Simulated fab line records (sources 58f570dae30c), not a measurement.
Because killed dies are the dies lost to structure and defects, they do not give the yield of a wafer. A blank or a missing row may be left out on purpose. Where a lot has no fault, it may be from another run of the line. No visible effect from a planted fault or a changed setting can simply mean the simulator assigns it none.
Split-lot trial    flow berkeley-cmos170    5 lots, 23 wafers read, on a route of 331 steps

ABOUT THE SPLIT
At UCB170_PWELL_CVD_05 (deposits Si3N4 from SiH2Cl2/NH3, target thk 220 nm, time 3300 s), the setting temp-c was moved away from the recipe's 800 C on 5 of the 23 wafers read, by +0.8%. All remaining wafers had this setting at the recipe value.

Between the split and the reading, the file records no step.

THE READING
PWELL_NITRIDE_THK in nanometres, read at UCB170_PWELL_THK_MEAS_06. On this fab line, fault-free wafers typically give 221.6 nm with a standard deviation of 1.8 nm.

wafer   tool, chamber at the split  temp-c as run, C  against the recipe  PWELL_NITRIDE_THK, nm  against lot-mates on the recipe
L074.1  -, -                        800               recipe              221.3                  -
L074.2  -, -                        800               recipe              222.2                  -
L074.3  -, -                        800               recipe              222.6                  -
L074.4  -, -                        800               recipe              221.5                  -
L074.5  -, -                        800               recipe              221.2                  -
L076.1  -, -                        806.4             +0.8%               250.5                  no lot-mate on the recipe
L076.2  -, -                        806.4             +0.8%               250.4                  no lot-mate on the recipe
L076.3  -, -                        806.4             +0.8%               251.8                  no lot-mate on the recipe
L076.5  -, -                        806.4             +0.8%               251.3                  no lot-mate on the recipe
L076.6  -, -                        806.4             +0.8%               250.3                  no lot-mate on the recipe
L078.1  -, -                        800               recipe              223.7                  -
L078.2  -, -                        800               recipe              223.3                  -
L078.3  -, -                        800               recipe              222.5                  -
L078.4  -, -                        800               recipe              222.9                  -
L078.5  -, -                        800               recipe              220.1                  -
L079.1  -, -                        800               recipe              220.2                  -
L079.2  -, -                        800               recipe              221.4                  -
L079.3  -, -                        800               recipe              220.0                  -
L079.4  -, -                        800               recipe              221.4                  -
L079.5  -, -                        800               recipe              221.2                  -
L082.2  lpcvd-02, 0                 800               recipe              221.9                  -
L082.3  lpcvd-02, 0                 800               recipe              220.0                  -
L082.5  lpcvd-02, 0                 800               recipe              222.1                  -

FIT RESULTS
A straight line over all 23 wafers: PWELL_NITRIDE_THK changes by +36.5 nm for each +1% of temp-c; r = +1.00; the points scatter about the line by 1 nm.
Too few moved wafers have a lot-mate on the recipe to fit a line with each lot's own level taken away.

THE WHOLE CHAIN: every reading that the file lists as answering this split, in the file's order
step                      what it does                                                                reading                                                                        change (the file's fit)               r (the file's)
UCB170_PWELL_CVD_05       deposits Si3N4 from SiH2Cl2/NH3, target thk 220 nm, time 3300 s             Si3N4_of_PWELL_CVD_05.thk-nm (the simulator's own value, which no gauge read)  +36.5 nm for each +1% of the setting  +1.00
UCB170_PWELL_THK_MEAS_06                                                                              PWELL_NITRIDE_THK                                                              +36.5 for each +1% of the setting     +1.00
UCB170_PWELL_ETCH_14      etches Si3N4 in CH3F/Ar/O2, stops on SiO2, target depth 242 nm, time 151 s  etch.depth-nm (the simulator's own value, which no gauge read)                 +22.2 nm for each +1% of the setting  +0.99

FILE'S OWN FIT
PWELL_NITRIDE_THK changes by +36.5 nm for each +1% of temp-c, r = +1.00.
